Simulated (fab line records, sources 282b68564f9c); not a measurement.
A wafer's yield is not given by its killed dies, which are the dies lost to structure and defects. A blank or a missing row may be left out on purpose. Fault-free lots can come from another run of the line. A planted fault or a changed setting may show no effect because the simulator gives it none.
The tool behind it: which one? || flow rit-cmos || 14 lots with 42 wafers sampled at 2 steps, on a route of 202 steps

WHAT THE GAUGES READ, wafer by wafer
No reading from a measuring or inspecting step in the record can be judged against a usual standard deviation.

WHICH TOOL RAN EACH LOT (tool, then ch and the chambers of the sampled wafers, then the start)
{"lot": "L113", "RIT_PLDD_STRIP_09": "plasma-asher-01 ch 0,1, day 3 06:04", "RIT_M1_PROBE_99": "-"}
{"lot": "L117", "RIT_PLDD_STRIP_09": "plasma-asher-02 ch 0, day 3 21:04", "RIT_M1_PROBE_99": "-"}
{"lot": "L118", "RIT_PLDD_STRIP_09": "plasma-asher-02 ch 0,1, day 4 02:25", "RIT_M1_PROBE_99": "-"}
{"lot": "L119", "RIT_PLDD_STRIP_09": "plasma-asher-02 ch 0,1, day 4 09:00", "RIT_M1_PROBE_99": "-"}
{"lot": "L120", "RIT_PLDD_STRIP_09": "plasma-asher-03 ch 0,1, day 4 11:49", "RIT_M1_PROBE_99": "-"}
{"lot": "L121", "RIT_PLDD_STRIP_09": "plasma-asher-01 ch 0,1, day 4 14:22", "RIT_M1_PROBE_99": "-"}
{"lot": "L122", "RIT_PLDD_STRIP_09": "plasma-asher-03 ch 0,1, day 4 23:44", "RIT_M1_PROBE_99": "-"}
{"lot": "L123", "RIT_PLDD_STRIP_09": "plasma-asher-02 ch 0,1, day 5 02:46", "RIT_M1_PROBE_99": "-"}
{"lot": "L124", "RIT_PLDD_STRIP_09": "plasma-asher-03 ch 0,1, day 5 03:34", "RIT_M1_PROBE_99": "-"}
{"lot": "L125", "RIT_PLDD_STRIP_09": "plasma-asher-03 ch 0,1, day 5 13:05", "RIT_M1_PROBE_99": "-"}
{"lot": "L127", "RIT_PLDD_STRIP_09": "plasma-asher-01 ch 0,1, day 6 06:13", "RIT_M1_PROBE_99": "-"}
{"lot": "L129", "RIT_PLDD_STRIP_09": "plasma-asher-01 ch 0,1, day 6 11:38", "RIT_M1_PROBE_99": "prober-02, day 7 02:40"}
{"lot": "L130", "RIT_PLDD_STRIP_09": "plasma-asher-01 ch 0,1, day 7 01:50", "RIT_M1_PROBE_99": "prober-01, day 7 15:53"}
{"lot": "L132", "RIT_PLDD_STRIP_09": "plasma-asher-01 ch 0,1, day 7 17:23", "RIT_M1_PROBE_99": "prober-01, day 8 07:14"}
- RIT_PLDD_STRIP_09: strips in O2, time 180 s.
- RIT_M1_PROBE_99

WHAT THE TOOLS THEMSELVES READ (means of the sampled wafers that have a number; where no wafer has one, the mark that the record gives instead)
RIT_PLDD_STRIP_09. Usual: 5.8 A for drypump-motor-current-A, sd 0.47.
{"lot": "L113", "tool": "plasma-asher-01", "drypump-motor-current-A (A)": 5.1, "flag": ""}
{"lot": "L117", "tool": "plasma-asher-02", "drypump-motor-current-A (A)": 5.8, "flag": ""}
{"lot": "L118", "tool": "plasma-asher-02", "drypump-motor-current-A (A)": 5.7, "flag": ""}
{"lot": "L119", "tool": "plasma-asher-02", "drypump-motor-current-A (A)": 5.7, "flag": ""}
{"lot": "L120", "tool": "plasma-asher-03", "drypump-motor-current-A (A)": 6.1, "flag": ""}
{"lot": "L121", "tool": "plasma-asher-01", "drypump-motor-current-A (A)": 5.6, "flag": ""}
{"lot": "L122", "tool": "plasma-asher-03", "drypump-motor-current-A (A)": 6.1, "flag": ""}
{"lot": "L123", "tool": "plasma-asher-02", "drypump-motor-current-A (A)": 5.7, "flag": ""}
{"lot": "L124", "tool": "plasma-asher-03", "drypump-motor-current-A (A)": 6.1, "flag": ""}
{"lot": "L125", "tool": "plasma-asher-03", "drypump-motor-current-A (A)": 6.2, "flag": ""}
{"lot": "L127", "tool": "plasma-asher-01", "drypump-motor-current-A (A)": 5.6, "flag": ""}
{"lot": "L129", "tool": "plasma-asher-01", "drypump-motor-current-A (A)": 5.6, "flag": ""}
{"lot": "L130", "tool": "plasma-asher-01", "drypump-motor-current-A (A)": 5.6, "flag": ""}
{"lot": "L132", "tool": "plasma-asher-01", "drypump-motor-current-A (A)": 5.6, "flag": ""}

RIT_M1_PROBE_99. Usual: killed-at-contacts 0.0, standard deviation 0.22; killed-at-front-end 6.6, standard deviation 2.7; killed-dies 6.7, standard deviation 2.7; killed-on-rim 1.7, standard deviation 1.4; killed-open 3.4, standard deviation 2; killed-short 3.2, standard deviation 1.8.
{"lot": "L129", "tool": "prober-02", "killed-at-contacts": 0.0, "killed-at-front-end": 5.3, "killed-dies": 5.3, "killed-on-rim": 2.0, "killed-open": 2.0, "killed-short": 3.3, "flag": ""}
{"lot": "L130", "tool": "prober-01", "killed-at-contacts": 0.0, "killed-at-front-end": 39.7, "killed-dies": 39.7, "killed-on-rim": 10.0, "killed-open": 2.0, "killed-short": 2.7, "flag": "OFF"}
{"lot": "L132", "tool": "prober-01", "killed-at-contacts": 0.0, "killed-at-front-end": 41.3, "killed-dies": 41.3, "killed-on-rim": 9.3, "killed-open": 2.0, "killed-short": 3.0, "flag": "OFF"}

THE ANSWER, worked out from the rows above alone
Rule: a lot counts as off when the mean over its wafers that have a number is more than 3 standard deviations away from the usual mean. Also off: a lot with no number at a reading for which 4 or more lots have one. The other lots that the step has rows for count as sound. Order of review: gauges by route order, followed by the tools' own readings, for which a lot's mean as printed above is used. The first step at which some lot is off is used, and at that step the reading that is off furthest; a lot without a number counts as furthest.
Off, at RIT_M1_PROBE_99 on killed-at-front-end: L130, L132. Neither off nor sound, because the step has no rows for them: L113, L117, L118, L119, L120, L121, L122, L123, L124, L125, L127.
A tool fits if, at that step or a process step before it, it ran every lot that is off, and no sound lot after the first of them. Undecided on this evidence; 2 tools fit (plasma-asher-01 at RIT_PLDD_STRIP_09, prober-01 at RIT_M1_PROBE_99).

WHAT HAD BEEN PUT IN BY THE SIMULATOR
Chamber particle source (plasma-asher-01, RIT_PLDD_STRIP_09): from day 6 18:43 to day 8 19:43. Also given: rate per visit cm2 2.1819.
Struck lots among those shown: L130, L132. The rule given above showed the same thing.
